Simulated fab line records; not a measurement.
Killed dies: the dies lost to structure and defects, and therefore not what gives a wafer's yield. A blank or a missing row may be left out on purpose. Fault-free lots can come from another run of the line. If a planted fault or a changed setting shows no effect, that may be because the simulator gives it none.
fab line records -- flow berkeley-cmos170
record: lots: 5, wafers: 15, last-day: 13
route steps=331 shown ACTIVE@73 PFIELD@79
lots with no fault: from the same line, run without faults
start-h: the number of hours between the record's first day and the start of the first shown wafer of the lot -- wait-h: hours elapsed since this lot's preceding step -- " as in the row above -- L1.1+2: one row covering several wafers at once -- - no value present, or no start provided -- * or withheld: withheld -- < > ~ a bound
route shown NAME@n: NAME is a module with steps in the file, n the number in the route of the first one -- usual: mean/standard deviation taken from wafers without a fault -- same: alike in all rows -- chamber/n: place in a boat -- sites: the reading at each site -- _std_site: how widely they spread, as a standard deviation -- _edge_site: the outer-site mean with the inner-site mean subtracted -- radius-mm: how far each site lies from the wafer's centre -- mask NAME#n: copy n -- behind: the tool/chamber that last shaped the wafer -- hold: reason for holding the lot/hours on hold/outcome of the hold -- device: which transistor (n, p or np) failed to switch -- end of line: the route-end tests of the same wafers -- a step without rows: its recipe alone -- killed: count of dies lost to structure and defects at first sort (not the wafer's yield) -- map: a wafer's dies, x killed, . not, _ none there
set.NAME: the run value of the setting; set.NAME@STEP: its run value at that earlier step -- model.NAME: the simulator's own value behind a step, which no gauge read
lots at selected steps of the route; one table per step, one row per wafer
services: the hour from which a tool's chamber was out of use, counted from the record's first day as start-h (under 0 if before that day), plus the number of hours and why
== steps ==
step: UCB170_ACTIVE_CD_MEAS_13
recipe: target-cd-nm: 1200
usual: cd-nm: 1199.7/1.4
lot.wafer,tool,chamber,start-h,wait-h,cd-nm
L076.1,cd-sem-01,-,116.24,-,1201.8
L076.4,cd-sem-01,-,116.24,-,1202.9
L076.6,cd-sem-01,-,116.24,-,1203.2
L084.1,cd-sem-01,-,161.83,-,1201.1
L084.3,cd-sem-01,-,161.83,-,1199.7
L084.6,cd-sem-01,-,161.83,-,1200.6
L092.1,cd-sem-01,-,175.60,-,1203.5
L092.2,cd-sem-01,-,175.60,-,1202.8
L092.5,cd-sem-01,-,175.60,-,1201.7
L093.2,cd-sem-02,-,180.91,-,1199.0
L093.4,cd-sem-02,-,180.91,-,1200.1
L093.6,cd-sem-02,-,180.91,-,1199.8
L094.1,cd-sem-02,-,185.50,-,1198.8
L094.2,cd-sem-02,-,185.50,-,1199.3
L094.5,cd-sem-02,-,185.50,-,1198.6
step: UCB170_ACTIVE_OVL_MEAS_14
usual: ACTIVE_OVL: 0/5.7
lot.wafer,tool,chamber,start-h,wait-h,ACTIVE_OVL[nm]
L076.1,overlay-02,-,116.36,0.1,9
L076.4,overlay-02,-,116.36,0.1,1
L076.6,overlay-02,-,116.36,0.1,-4
L084.1,overlay-01,-,161.95,0.1,-3
L084.3,overlay-01,-,161.95,0.1,5
L084.6,overlay-01,-,161.95,0.1,-5
L092.1,overlay-01,-,175.72,0.1,5
L092.2,overlay-01,-,175.72,0.1,0
L092.5,overlay-01,-,175.72,0.1,3
L093.2,overlay-01,-,181.01,0.1,5
L093.4,overlay-01,-,181.01,0.1,-6
L093.6,overlay-01,-,181.01,0.1,-1
L094.1,overlay-02,-,185.62,0.1,-8
L094.2,overlay-02,-,185.62,0.1,-10
L094.5,overlay-02,-,185.62,0.1,1
step: UCB170_ACTIVE_ETCH_15
recipe: chemistry: CH3F/Ar/O2, target: Si3N4, stop-on: SiO2, CH3F_flow_sccm: 20, Ar_flow_sccm: 50, O2_flow_sccm: 7, pressure-mtorr: 50, rf-w: 450, target-depth-a: 2420, over-etch-frac: 0.1, time-s: 151
usual: CH3F_flow_sccm: 20.01/0.055, O2_flow_sccm: 7.002/0.023, drypump-motor-current-A: 5.7/0.56, oes-product-au: 0.942/0.017, throttle-valve-pct: 8.05/0.12
lot.wafer,tool,chamber,start-h,wait-h,CH3F_flow_sccm,O2_flow_sccm,drypump-motor-current-A,oes-product-au,rf-hours-counter-h,throttle-valve-pct
L076.1,rie-diel-03,2,116.40,0.0,20.01,7.012,5.0,0.935,114,7.98
L076.4,rie-diel-03,1,116.40,0.0,19.98,6.983,6.4,0.943,11,8.03
L076.6,rie-diel-03,0,116.40,0.0,20.01,6.988,5.4,0.942,-,8.08
L084.1,rie-diel-04,3,161.98,0.0,20.01,6.949,5.9,0.936,16,8.11
L084.3,rie-diel-04,1,161.98,0.0,20.06,6.996,5.6,0.924,110,8.06
L084.6,rie-diel-04,0,161.98,0.0,19.96,7.024,5.7,0.953,-,8.02
L092.1,rie-diel-02,2,175.75,0.0,20.12,6.962,5.4,0.907,16,8.20
L092.2,rie-diel-02,0,175.75,0.0,20.11,6.973,4.8,0.956,17,7.85
L092.5,rie-diel-02,3,175.75,0.0,19.99,6.967,5.7,0.958,-,7.86
L093.2,rie-diel-03,2,181.04,0.0,20.01,7.036,5.0,0.950,116,8.00
L093.4,rie-diel-03,0,181.04,0.0,20.02,7.054,5.5,0.950,89,8.07
L093.6,rie-diel-03,0,181.04,0.0,20.06,7.013,5.4,0.970,-,8.09
L094.1,rie-diel-02,0,185.65,0.0,20.11,7.011,4.7,0.973,17,7.85
L094.2,rie-diel-02,2,185.65,0.0,19.99,7.031,5.4,0.916,16,8.22
L094.5,rie-diel-02,0,185.65,0.0,20.04,7.025,4.7,0.962,-,7.84
step: UCB170_ACTIVE_STRIP_16
recipe: chemistry: O2, power-w: 400, pressure-mtorr: 3500, platen-temp-c: withheld, o2-flow-sccm: 400, overash-fraction: 0.5
usual: drypump-motor-current-A: 5.6/0.35, oes-product-au: 0.721/0.0048, strip-time-to-endpoint-s: 18.11/0.072
lot.wafer,tool,chamber,start-h,wait-h,drypump-motor-current-A,oes-product-au,rf-hours-counter-h,strip-time-to-endpoint-s
L076.1,plasma-asher-01,0,116.50,0.1,5.2,0.727,36,18.03
L076.4,plasma-asher-01,1,116.50,0.1,5.7,0.721,-,18.17
L076.6,plasma-asher-01,0,116.50,0.1,5.2,0.727,-,18.08
L084.1,plasma-asher-03,1,162.09,0.1,5.6,0.720,42,18.09
L084.3,plasma-asher-03,0,162.09,0.1,6.3,0.719,-,18.24
L084.6,plasma-asher-03,0,162.09,0.1,6.3,0.716,-,18.08
L092.1,plasma-asher-01,0,175.85,0.1,5.2,0.721,42,18.09
L092.2,plasma-asher-01,1,175.85,0.1,5.8,0.724,42,18.07
L092.5,plasma-asher-01,0,175.85,0.1,5.2,0.722,-,18.14
L093.2,plasma-asher-03,0,181.14,0.1,6.3,0.719,44,17.95
L093.4,plasma-asher-03,1,181.14,0.1,5.6,0.723,-,18.19
L093.6,plasma-asher-03,1,181.14,0.1,5.6,0.722,-,18.18
L094.1,plasma-asher-03,1,185.75,0.1,5.6,0.720,45,18.17
L094.2,plasma-asher-03,0,185.75,0.1,6.3,0.725,45,18.10
L094.5,plasma-asher-03,0,185.75,0.1,6.3,0.723,-,18.08
step: UCB170_ACTIVE_CD_MEAS_90
recipe: target-cd-nm: 1200
usual: cd-nm: 1199.7/1.4
lot.wafer,tool,chamber,start-h,wait-h,cd-nm
L076.1,cd-sem-02,-,116.60,0.1,1202.3
L076.4,cd-sem-02,-,116.60,0.1,1202.7
L076.6,cd-sem-02,-,116.60,0.1,1202.8
L084.1,cd-sem-01,-,162.19,0.1,1200.7
L084.3,cd-sem-01,-,162.19,0.1,1199.1
L084.6,cd-sem-01,-,162.19,0.1,1200.8
L092.1,cd-sem-01,-,175.99,0.1,1203.2
L092.2,cd-sem-01,-,175.99,0.1,1203.0
L092.5,cd-sem-01,-,175.99,0.1,1201.8
L093.2,cd-sem-01,-,181.26,0.1,1198.9
L093.4,cd-sem-01,-,181.26,0.1,1200.1
L093.6,cd-sem-01,-,181.26,0.1,1199.1
L094.1,cd-sem-01,-,185.85,0.1,1198.8
L094.2,cd-sem-01,-,185.85,0.1,1199.8
L094.5,cd-sem-01,-,185.85,0.1,1198.5
step: UCB170_ACTIVE_CLEAN_17
recipe: chemistry: SPM, temp-c: 120, time-s: 600
usual: temp-c: 120.03/0.15
lot.wafer,tool,chamber,start-h,wait-h,temp-c
L076.1,wet-bench-04,3,120.12,3.5,120.08
L076.4,wet-bench-04,3,120.12,3.5,120.13
L076.6,wet-bench-04,3,120.12,3.5,120.48
L084.1,wet-bench-02,0,162.31,0.1,119.75
L084.3,wet-bench-02,0,162.31,0.1,119.78
L084.6,wet-bench-02,0,162.31,0.1,119.80
L092.1,wet-bench-01,1,177.77,1.8,120.17
L092.2,wet-bench-01,1,177.77,1.8,119.91
L092.5,wet-bench-01,1,177.77,1.8,119.89
L093.2,wet-bench-02,0,181.36,0.1,120.06
L093.4,wet-bench-02,0,181.36,0.1,119.94
L093.6,wet-bench-02,0,181.36,0.1,119.97
L094.1,wet-bench-04,1,185.97,0.1,120.11
L094.2,wet-bench-04,1,185.97,0.1,120.05
L094.5,wet-bench-04,1,185.97,0.1,120.04
step: UCB170_PFIELD_HMDS_00
recipe: prime-time-s: 60, prime-temp-c: 100
usual: exhaust-pa: 44.9/0.95
lot.wafer,tool,chamber,start-h,wait-h,exhaust-pa
L076.1,litho-track-02,0,120.39,0.1,46.2
L076.4,litho-track-02,0,120.39,0.1,44.2
L076.6,litho-track-02,0,120.39,0.1,44.9
L084.1,litho-track-02,0,162.77,0.3,46.6
L084.3,litho-track-02,0,162.77,0.3,46.4
L084.6,litho-track-02,0,162.77,0.3,45.9
L092.1,litho-track-04,0,178.40,0.5,43.4
L092.2,litho-track-04,0,178.40,0.5,43.1
L092.5,litho-track-04,0,178.40,0.5,43.8
L093.2,litho-track-01,0,182.06,0.5,44.6
L093.4,litho-track-01,0,182.06,0.5,46.0
L093.6,litho-track-01,0,182.06,0.5,45.5
L094.1,litho-track-04,0,186.15,0.0,45.7
L094.2,litho-track-04,0,186.15,0.0,45.9
L094.5,litho-track-04,0,186.15,0.0,46.0
step: UCB170_PFIELD_COAT_01
recipe: resist: KrF, spin-rpm: 1500, resist-thk-nm: 900
usual: exhaust-pa: 45.2/0.89
lot.wafer,tool,chamber,start-h,wait-h,exhaust-pa
L076.1,litho-track-02,0,120.54,0.1,44.1
L076.4,litho-track-02,0,120.54,0.1,44.2
L076.6,litho-track-02,0,120.54,0.1,43.9
L084.1,litho-track-02,0,162.92,0.1,44.3
L084.3,litho-track-02,0,162.92,0.1,45.1
L084.6,litho-track-02,0,162.92,0.1,44.7
L092.1,litho-track-04,0,178.55,0.1,45.5
L092.2,litho-track-04,0,178.55,0.1,45.4
L092.5,litho-track-04,0,178.55,0.1,46.1
L093.2,litho-track-01,0,182.21,0.1,46.5
L093.4,litho-track-01,0,182.21,0.1,44.5
L093.6,litho-track-01,0,182.21,0.1,47.0
L094.1,litho-track-04,0,186.30,0.1,45.7
L094.2,litho-track-04,0,186.30,0.1,44.7
L094.5,litho-track-04,0,186.30,0.1,45.1
step: UCB170_PFIELD_SOFTBAKE_02
recipe: resist: KrF, temp-c: 130, time-s: 60
usual: exhaust-pa: 45.3/0.91
lot.wafer,tool,chamber,start-h,wait-h,exhaust-pa
L076.1,litho-track-02,0,120.69,0.1,44.3
L076.4,litho-track-02,0,120.69,0.1,45.3
L076.6,litho-track-02,0,120.69,0.1,44.7
L084.1,litho-track-02,0,163.07,0.1,45.1
L084.3,litho-track-02,0,163.07,0.1,44.4
L084.6,litho-track-02,0,163.07,0.1,43.9
L092.1,litho-track-04,0,178.70,0.1,44.6
L092.2,litho-track-04,0,178.70,0.1,44.9
L092.5,litho-track-04,0,178.70,0.1,42.9
L093.2,litho-track-01,0,182.36,0.1,44.1
L093.4,litho-track-01,0,182.36,0.1,44.1
L093.6,litho-track-01,0,182.36,0.1,45.8
L094.1,litho-track-04,0,186.45,0.1,43.8
L094.2,litho-track-04,0,186.45,0.1,46.3
L094.5,litho-track-04,0,186.45,0.1,44.9
step: UCB170_PFIELD_EXPOSE_03
recipe: mask-id: PFIELD, na: 0.5, sigma-outer: 0.6, source-shape: conventional, target-cd-nm: 1500, dose-mj: 30
lot.wafer,tool,chamber,start-h,wait-h,mask
L076.1+4+6,krf-scanner-02,0,120.97,0.2,PFIELD#0
L084.1+3+6,krf-scanner-02,0,163.22,0.1,PFIELD#0
L092.1+2+5,krf-scanner-01,0,178.85,0.1,PFIELD#0
L093.2+4+6,krf-scanner-01,0,182.63,0.2,PFIELD#0
L094.1+2+5,krf-scanner-01,0,186.60,0.1,PFIELD#0
step: UCB170_PFIELD_PEB_04
recipe: peb-temp-c: 130, peb-time-s: withheld, resist: KrF
usual: exhaust-pa: 45.1/0.82
lot.wafer,tool,chamber,start-h,wait-h,exhaust-pa
L076.1,litho-track-02,0,121.09,0.1,45.7
L076.4,litho-track-02,0,121.09,0.1,45.1
L076.6,litho-track-02,0,121.09,0.1,46.5
L084.1,litho-track-04,0,164.18,0.9,45.9
L084.3,litho-track-04,0,164.18,0.9,46.0
L084.6,litho-track-04,0,164.18,0.9,46.9
L092.1,litho-track-04,0,179.30,0.4,43.9
L092.2,litho-track-04,0,179.30,0.4,43.9
L092.5,litho-track-04,0,179.30,0.4,44.1
L093.2,litho-track-02,0,182.82,0.2,43.8
L093.4,litho-track-02,0,182.82,0.2,45.0
L093.6,litho-track-02,0,182.82,0.2,44.7
L094.1,litho-track-02,0,186.71,0.1,44.4
L094.2,litho-track-02,0,186.71,0.1,46.4
L094.5,litho-track-02,0,186.71,0.1,45.1
== services ==
tool,chamber,start-h,hours,kind
rie-diel-02,-,103.79,2.8,pm
rie-diel-02,3,126.54,-,clean
rie-diel-02,3,126.54,18.7,scheduled-down
rie-diel-02,3,126.54,18.7,vent-cycle
krf-scanner-02,-,128.82,3.0,pm
krf-scanner-01,-,134.11,0.8,pm
krf-scanner-01,-,136.37,1.3,pm
rie-diel-03,2,164.16,3.0,repair
krf-scanner-01,-,164.40,0.8,repair
rie-diel-04,-,174.03,14.6,pm
krf-scanner-02,-,179.79,0.8,pm
plasma-asher-03,-,185.98,2.8,pm
== key ==
fault none
